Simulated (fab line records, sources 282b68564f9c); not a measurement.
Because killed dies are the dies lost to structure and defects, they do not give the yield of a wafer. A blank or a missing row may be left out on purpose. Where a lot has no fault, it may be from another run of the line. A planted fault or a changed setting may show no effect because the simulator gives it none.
fab line records | flow rit_cmos
[record] lots = 6 wafers = 18 last_day = 7
route steps=202 shown GATE@79 FOX2@80 M1@202
lots that met no fault: taken from a fault-free run of the same line
start_h: start of the lot's first displayed wafer, in hours after the record's first day | wait_h: hours from the lot's prior step to this one | " the same as in the row above | L1.1+2: a single row standing in for several wafers | - no value, or no start was given | * or withheld: withheld | < > ~ a bound
route shown NAME@n: a module of which the file shows steps, and the number in the route of the first | usual: mean/standard deviation of fault-free wafers | same: alike in all rows | chamber/n: place in a boat | sites: per-site readings | _std_site: how widely they spread, as a standard deviation | _edge_site: inner sites' mean taken away from outer sites' mean | radius_mm: for every site, how far away it sits from the centre of the wafer | mask NAME#n: copy n | behind: tool/chamber where the wafer was last shaped | hold: what put the lot on hold/how long, in hours/how the hold closed | device: which transistor (n, p or np) failed to switch | end of line: at the end of the route, the tests of the same wafers | where a step has no rows: the recipe by itself | killed: not the wafer's yield, but the dies lost to structure and defects at the first sort | map: shows each die of a wafer: x if killed, . if not, _ if none is there
set.NAME: the setting that was run; set.NAME@STEP: the one run at that earlier step | model.NAME: the simulator's own value behind a step, which no gauge read
lots at some steps of the route; a table a step, a row a wafer
services: when a tool's chamber went out of use (start_h, in hours from the record's first day, below 0 if earlier), for how many hours, and the reason
[[steps]]
[step RIT_GATE_CLEAN_04]
[recipe] chemistry = dHF dilution = 50:1 time_s = 60 dry = n2_spin
[step RIT_FOX2_THK_MEAS_91]
[recipe] reads = SiO2_of_FOX2_OXIDATION_00
[usual] FIELD_OXIDE_LEFT_2_THK = 262/6.8
// columns lot.wafer tool chamber start_h wait_h FIELD_OXIDE_LEFT_2_THK[nm]
L159.2 film_metro-03 - 42.84 0.0 268
L159.4 " - " " 267
L159.5 " - " " 261
L161.1 film_metro-03 - 52.84 0.0 259
L161.2 " - " " 256
L161.5 " - " " 256
L168.2 film_metro-04 - 89.38 0.0 251
L168.3 " - " " 253
L168.5 " - " " 249
L170.3 film_metro-03 - 98.99 0.0 270
L170.4 " - " " 265
L170.6 " - " " 265
L175.2 film_metro-04 - 122.55 0.0 265
L175.3 " - " " 270
L175.4 " - " " 265
L177.3 film_metro-04 - 132.57 0.0 265
L177.4 " - " " 272
L177.5 " - " " 274
[step RIT_GATE_OXIDATION_05]
[recipe] temp_c = 900 ambient = O2 target_thk_a = 30 ox_time_s = 276.9
[step RIT_GATE_ANNEAL_06]
[recipe] temp_c = 900 time_s = 600 ambient = N2O
[step RIT_GATE_THK_MEAS_07]
[recipe] reads = SiO2_of_GATE_OXIDATION_05
[usual] GATE_OXIDE_THK = 3.07/0.062
// columns lot.wafer tool chamber start_h wait_h GATE_OXIDE_THK[nm]
L159.2 film_metro-01 - 45.94 0.0 3.03
L159.4 " - " " 3.05
L159.5 " - " " 3.14
L161.1 film_metro-04 - 54.26 0.0 3.10
L161.2 " - " " 3.08
L161.5 " - " " 3.08
L168.2 film_metro-04 - 90.77 0.0 3.00
L168.3 " - " " 3.04
L168.5 " - " " 3.00
L170.3 film_metro-04 - 100.38 0.0 3.10
L170.4 " - " " 3.06
L170.6 " - " " 3.07
L175.2 film_metro-03 - 124.13 0.0 3.09
L175.3 " - " " 3.14
L175.4 " - " " 3.15
L177.3 film_metro-01 - 134.06 0.0 3.11
L177.4 " - " " 3.07
L177.5 " - " " 3.02
[step RIT_GATE_CVD_08]
[recipe] material = poly-Si target_thk_nm = 250 temp_c = 610 precursor = SiH4 time_s = 2220 pressure_mtorr = 300 sih4_flow_sccm = 100
[step RIT_GATE_THK_MEAS_09]
[recipe] reads = poly-Si_of_GATE_CVD_08
[usual] GATE_POLY_THK = 249.6/2.1
// columns lot.wafer tool chamber start_h wait_h GATE_POLY_THK[nm]
L159.2 film_metro-01 - 47.62 0.0 248.2
L159.4 " - " " 249.5
L159.5 " - " " 249.0
L161.1 film_metro-01 - 56.03 0.0 249.1
L161.2 " - " " 250.4
L161.5 " - " " 249.3
L168.2 film_metro-01 - 92.44 0.0 248.0
L168.3 " - " " 248.6
L168.5 " - " " 247.2
L170.3 film_metro-03 - 102.05 0.0 247.2
L170.4 " - " " 248.1
L170.6 " - " " 246.3
L175.2 film_metro-01 - 125.81 0.0 247.5
L175.3 " - " " 247.8
L175.4 " - " " 249.0
L177.3 film_metro-03 - 135.74 0.0 249.5
L177.4 " - " " 246.8
L177.5 " - " " 248.5
[step RIT_GATE_HMDS_10]
[recipe] prime_time_s = 60 prime_temp_c = 140
[step RIT_GATE_COAT_11]
[recipe] resist = NOVOLAK spin_rpm = 4250 resist_thk_nm = 850
[step RIT_GATE_SOFTBAKE_12]
[recipe] resist = NOVOLAK temp_c = 90 time_s = 60
[step RIT_GATE_EXPOSE_13]
[recipe] mask_id = M6 na = 0.6 source_shape = conventional sigma_outer = 0.6 target_cd_nm = 150 dose_mj = 380
[step RIT_GATE_PEB_14]
[recipe] resist = NOVOLAK temp_c = withheld time_s = withheld
[step RIT_GATE_DEVELOP_15]
[recipe] resist = NOVOLAK develop_time_s = 50 dev_temp_c = 23
[usual] developer_temp_C = 23.02/0.1
[same] develop_time_s = 50
// columns lot.wafer tool chamber start_h wait_h developer_temp_C
L159.2 litho_track-03 0 48 - 22.88
L159.4 " 0 " " 22.94
L159.5 " 0 " " 22.85
L161.1 litho_track-01 0 57 - 22.92
L161.2 " 0 " " 22.96
L161.5 " 0 " " 22.91
L168.2 litho_track-03 0 93 - 23.89
L168.3 " 0 " " 23.91
L168.5 " 0 " " 23.78
L170.3 litho_track-03 0 102 - 23.67
L170.4 " 0 " " 23.76
L170.6 " 0 " " 23.69
L175.2 litho_track-01 0 126 - 22.86
L175.3 " 0 " " 23.08
L175.4 " 0 " " 23.15
L177.3 litho_track-01 0 136 - 23.17
L177.4 " 0 " " 23.06
L177.5 " 0 " " 22.97
[step RIT_GATE_CD_MEAS_16]
[recipe] target_cd_nm = 150
[usual] cd_nm = 149.6/2.7
// columns lot.wafer tool chamber start_h wait_h cd_nm
L159.2 cd_sem-01 - 48.54 - 148.7
L159.4 " - " " 146.3
L159.5 " - " " 147.9
L161.1 cd_sem-02 - 57.13 - 154.1
L161.2 " - " " 153.5
L161.5 " - " " 154.7
L168.2 cd_sem-01 - 93.56 - 155.2
L168.3 " - " " 155.6
L168.5 " - " " 155.5
L170.3 cd_sem-02 - 103.02 - 152.9
L170.4 " - " " 156.1
L170.6 " - " " 154.7
L175.2 cd_sem-02 - 126.73 - 147.6
L175.3 " - " " 143.6
L175.4 " - " " 146.9
L177.3 cd_sem-01 - 136.67 - 154.3
L177.4 " - " " 154.5
L177.5 " - " " 153.1
[step RIT_GATE_OVL_MEAS_17]
[usual] GATE_OVL = 0.6/1.5
// columns lot.wafer tool chamber start_h wait_h GATE_OVL[nm]
L159.2 overlay-02 - 48.65 0.1 2.1
L159.4 " - " " 2.2
L159.5 " - " " 1.6
L161.1 overlay-02 - 57.25 0.1 -0.7
L161.2 " - " " 2.2
L161.5 " - " " -0.4
L168.2 overlay-01 - 93.67 0.1 1.3
L168.3 " - " " 1.0
L168.5 " - " " 0.4
L170.3 overlay-01 - 103.12 0.1 -0.8
L170.4 " - " " -1.3
L170.6 " - " " -0.5
L175.2 overlay-02 - 126.83 0.1 0.6
L175.3 " - " " 1.2
L175.4 " - " " 4.5
L177.3 overlay-02 - 136.76 0.1 1.3
L177.4 " - " " 1.3
L177.5 " - " " 3.3
[step RIT_GATE_HARDBAKE_18]
[recipe] resist = NOVOLAK temp_c = 140 time_s = 60
[step RIT_GATE_ETCH_19]
[recipe] chemistry = SF6/CHF3/O2 time_s = 165 SF6_flow_sccm = 30 CHF3_flow_sccm = 30 O2_flow_sccm = 5 target = poly-Si pressure_mtorr = 40 rf_w = 160 target_depth_a = 3125 over_etch_frac = 0.25 stop_on = SiO2
[usual] drypump_motor_current_A = 5.7/0.5 he_backside_leak_sccm = 2.7/0.34 oes_product_au = 0.846/0.016 throttle_valve_pct = 10.18/0.1
// columns lot.wafer tool chamber start_h wait_h drypump_motor_current_A he_backside_leak_sccm oes_product_au rf_hours_counter_h throttle_valve_pct model.GATE.cd_nm
L159.2 rie_si-01 0 49.13 0.1 5.3 2.8 0.840 79 10.12 148.7
L159.4 " 3 " " 5.7 2.7 0.825 111 10.39 146.4
L159.5 " 3 " " 5.7 2.7 0.821 - 10.38 148.3
L161.1 rie_si-01 3 57.44 0.1 5.7 2.7 0.822 112 10.39 154.2
L161.2 " 1 " " 5.5 2.5 0.840 27 10.18 152.8
L161.5 " 1 " " 5.5 2.8 0.841 - 10.17 154.4
L168.2 rie_si-01 2 94.04 0.1 5.1 2.4 0.839 38 10.16 155.2
L168.3 " 1 " " 5.5 2.9 0.847 28 10.17 155.4
L168.5 " 2 " " 5.1 2.4 0.843 - 10.16 155.9
L170.3 rie_si-01 2 103.29 0.1 5.1 2.4 0.845 38 10.16 153
L170.4 " 3 " " 5.7 2.6 0.822 112 10.39 156.3
L170.6 " 3 " " 5.7 2.7 0.820 - 10.38 155.1
L175.2 rie_si-02 2 127.01 0.1 6.4 2.6 0.832 120 10.12 147.7
L175.3 " 0 " " 6.8 2.6 0.858 139 10.15 143.9
L175.4 " 3 " " 5.3 3.1 0.867 123 10.29 146.8
L177.3 rie_si-02 0 136.93 0.1 6.8 2.6 0.875 139 10.14 154.4
L177.4 " 1 " " 5.6 2.3 0.830 - 10.10 154
L177.5 " 2 " " 6.3 2.4 0.835 - 10.11 153.4
[step RIT_GATE_STRIP_20]
[recipe] chemistry = O2 time_s = 180 resist = NOVOLAK platen_temp_c = withheld power_w = 500 pressure_mtorr = 4000 o2_flow_sccm = 4000
[usual] drypump_motor_current_A = 5.6/0.39 rf_refl_power_W = 7.0/1.6
// columns lot.wafer tool chamber start_h wait_h drypump_motor_current_A rf_hours_counter_h rf_refl_power_W
L159.2 plasma_asher-01 0 49.24 0.1 5.0 41 7.2
L159.4 " 1 " " 6.0 - 6.0
L159.5 " 0 " " 5.0 - 7.0
L161.1 plasma_asher-04 0 57.55 0.1 5.1 39 8.7
L161.2 " 1 " " 6.0 39 6.6
L161.5 " 1 " " 6.0 - 6.7
L168.2 plasma_asher-03 0 94.15 0.1 5.8 48 3.8
L168.3 " 1 " " 5.7 - 8.4
L168.5 " 0 " " 5.8 - 3.6
L170.3 plasma_asher-01 0 103.46 0.1 5.0 - 7.2
L170.4 " 1 " " 6.0 - 6.2
L170.6 " 1 " " 6.0 - 6.1
L175.2 plasma_asher-03 0 127.12 0.1 5.7 53 3.9
L175.3 " 0 " " 5.7 - 3.7
L175.4 " 1 " " 5.7 - 8.6
L177.3 plasma_asher-03 1 137.10 0.1 5.7 - 8.7
L177.4 " 0 " " 5.7 - 3.7
L177.5 " 0 " " 5.7 - 3.8
[step RIT_M1_PROBE_99]
[usual] killed_at_contacts = 0.1/0.26 killed_at_front_end = 7/3.2 killed_dies = 7/3.2 killed_on_rim = 1.6/1.2 killed_open = 3.2/2.1 killed_short = 3.7/2.1
[same] gross_dies = 264 killed_at_M0_to_M3 = 0 killed_at_M4_up = 0 killed_at_back_side = 0 killed_at_other = 0
// columns lot.wafer tool chamber start_h wait_h killed_at_contacts killed_at_front_end killed_dies killed_on_rim killed_open killed_short model.etest.ppoly_line.line_ohm_um model.etest.npoly_line.width_nm model.etest.ppoly_line.width_nm
L159.2 prober-02 - 69.26 0.1 0 3 3 1 1 2 163.3 99.83 100.8
L159.4 prober-02 - 69.36 0.2 0 11 11 2 3 7 169.7 97.82 98.54
L159.5 prober-02 - 69.41 0.2 0 8 8 3 5 3 166.6 99.94 100.6
L161.1 prober-02 - 77.69 0.1 0 3 3 0 1 2 151.9 105.5 106.4
L161.2 prober-02 - 77.74 0.1 0 5 5 3 3 2 156.8 104 105.6
L161.5 prober-02 - 77.89 0.2 0 5 5 1 3 2 154.1 105.5 107.1
L168.2 prober-01 - 115.63 0.1 0 9 9 3 3 6 156 106.2 106.7
L168.3 prober-01 - 115.68 0.2 1 7 8 4 4 3 155.1 106.7 108.2
L168.5 prober-01 - 115.78 0.2 0 1 1 0 1 0 153.9 106.4 107.2
L170.3 prober-01 - 123.77 0.2 0 11 11 2 6 5 155 105.2 105.3
L170.4 prober-01 - 123.82 0.2 1 9 10 2 4 6 153.9 107.8 109.2
L170.6 prober-01 - 123.92 0.2 0 2 2 0 0 2 157.2 107.5 108.1
L175.2 prober-02 - 148.68 0.1 0 4 4 1 0 4 162.4 100.2 101.3
L175.3 prober-02 - 148.73 0.2 1 7 8 1 4 4 169.8 95.96 96.75
L175.4 prober-02 - 148.78 0.2 0 7 7 2 2 5 167.3 99.02 99.78
L177.3 prober-02 - 157.93 0.2 0 6 6 0 4 2 153.3 106.2 107
L177.4 prober-02 - 157.98 0.2 0 5 5 1 1 4 155.4 104.9 106.6
L177.5 prober-02 - 158.03 0.2 0 5 5 0 4 1 152.4 103.8 105
// killed by level:class
L159.2 GATE:geometric_particle:short=1 GATE:geometric_particle:open=1 SPACER:geometric_particle:short=1
L159.4 GATE:geometric_particle:open=3 FOX2:geometric_particle:short=2 GATE:geometric_particle:short=2 FOX1:geometric_particle:short=1 SPACER:geometric_particle:short=1 SILICIDE:geometric_particle:short=1 GATE:coat_microbubble_printed=1
L159.5 GATE:geometric_particle:open=2 GATE:geometric_particle:short=2 REOX:geometric_particle:short=1 REOX:geometric_particle:open=1 SPACER:geometric_particle:open=1 SILICIDE:geometric_particle:open=1
L161.1 GATE:geometric_particle:short=2 GATE:geometric_particle:open=1
L161.2 SPACER:geometric_particle:open=2 GATE:geometric_particle:short=1 GATE:geometric_particle:open=1 SILICIDE:geometric_particle:short=1
L161.5 SPACER:geometric_particle:open=2 FOX1:geometric_particle:short=1 GATE:geometric_particle:open=1 SPACER:geometric_particle:short=1
L168.2 GATE:geometric_particle:open=2 GATE:geometric_particle:short=2 REOX:geometric_particle:short=2 ACTIVE:geometric_particle:short=1 FOX1:geometric_particle:short=1 REOX:geometric_particle:open=1
L168.3 GATE:geometric_particle:open=2 GATE:geometric_particle:short=2 REOX:geometric_particle:open=1 SILICIDE:geometric_particle:short=1 CONTACT:geometric_particle:open=1 NWELL:coat_microbubble_printed=1
L168.5 SPACER:geometric_particle:open=1
L170.3 FOX1:geometric_particle:short=2 GATE:geometric_particle:open=2 REOX:geometric_particle:open=2 SPACER:geometric_particle:open=2 FOX2:geometric_particle:short=1 GATE:geometric_particle:short=1 REOX:geometric_particle:short=1
L170.4 GATE:geometric_particle:open=2 GATE:geometric_particle:short=2 FOX1:geometric_particle:short=1 FOX2:geometric_particle:open=1 CONTACT:geometric_particle:short=1 REOX:geometric_particle:open=1 SPACER:geometric_particle:short=1 SILICIDE:geometric_particle:short=1
L170.6 REOX:geometric_particle:short=1 SPACER:geometric_particle:short=1
L175.2 GATE:geometric_particle:short=2 ACTIVE:geometric_particle:short=1 SPACER:geometric_particle:short=1
L175.3 GATE:geometric_particle:short=3 GATE:geometric_particle:open=2 REOX:geometric_particle:open=1 SPACER:geometric_particle:short=1 CONTACT:geometric_particle:open=1
L175.4 GATE:geometric_particle:short=4 GATE:geometric_particle:open=1 REOX:geometric_particle:short=1 SILICIDE:geometric_particle:open=1
L177.3 GATE:geometric_particle:open=2 FOX1:geometric_particle:short=1 FOX1:geometric_particle:open=1 SPACER:geometric_particle:open=1 SILICIDE:geometric_particle:short=1
L177.4 SPACER:geometric_particle:short=2 GATE:geometric_particle:short=1 REOX:geometric_particle:short=1 SPACER:geometric_particle:open=1
L177.5 GATE:geometric_particle:open=2 SPACER:geometric_particle:open=2 SPACER:geometric_particle:short=1
[[services]]
// columns tool chamber start_h hours kind
rie_si-02 2 29.81 7.9 repair
rie_si-02 - 90.27 4.3 pm
plasma_asher-04 - 108.92 9.0 pm
plasma_asher-04 0 108.92 9.0 vent_cycle
plasma_asher-04 1 108.92 9.0 vent_cycle
rie_si-01 - 117.84 2.8 pm
plasma_asher-04 0 117.92 - clean
plasma_asher-04 1 117.92 - clean
rie_si-02 3 134.17 6.9 repair
[[key]]
[first_sign] step = RIT_GATE_DEVELOP_15 reading = developer_temp_C direction = up sigmas = 7.3 usual = * struck = *
[effect] step = RIT_GATE_CD_MEAS_16 reading = cd_nm direction = up sigmas = 2 usual = 149.6 struck = 155.0
[model_effect] step = RIT_GATE_ETCH_19 value = GATE.cd_nm without = 150.8 struck = 155.1
[model_effect] step = RIT_M1_PROBE_99 value = etest.ppoly_line.line_ohm_um without = 162.3 struck = 155.2
met_at RIT_GATE_DEVELOP_15
struck_wafers L168.2,L168.3,L168.5,L170.3,L170.4,L170.6
tester_left_out L168,L170
onset_between 48 93
[fault] kind = process_parameter_drift tool = litho_track-03 chamber = - onset_h = 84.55 steps = RIT_GATE_DEVELOP_15 channel = dev_temp_c offset = * shape = step end_h = 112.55 acts_in = * stated = *
// tester_left_out: of these lots the tester's yield and bins aren't shown, on N5 and GAA mostly nor the transistor test; their killed dies are dies lost to structure and defects alone, not to doping, threshold or leakage, so they don't give the yield
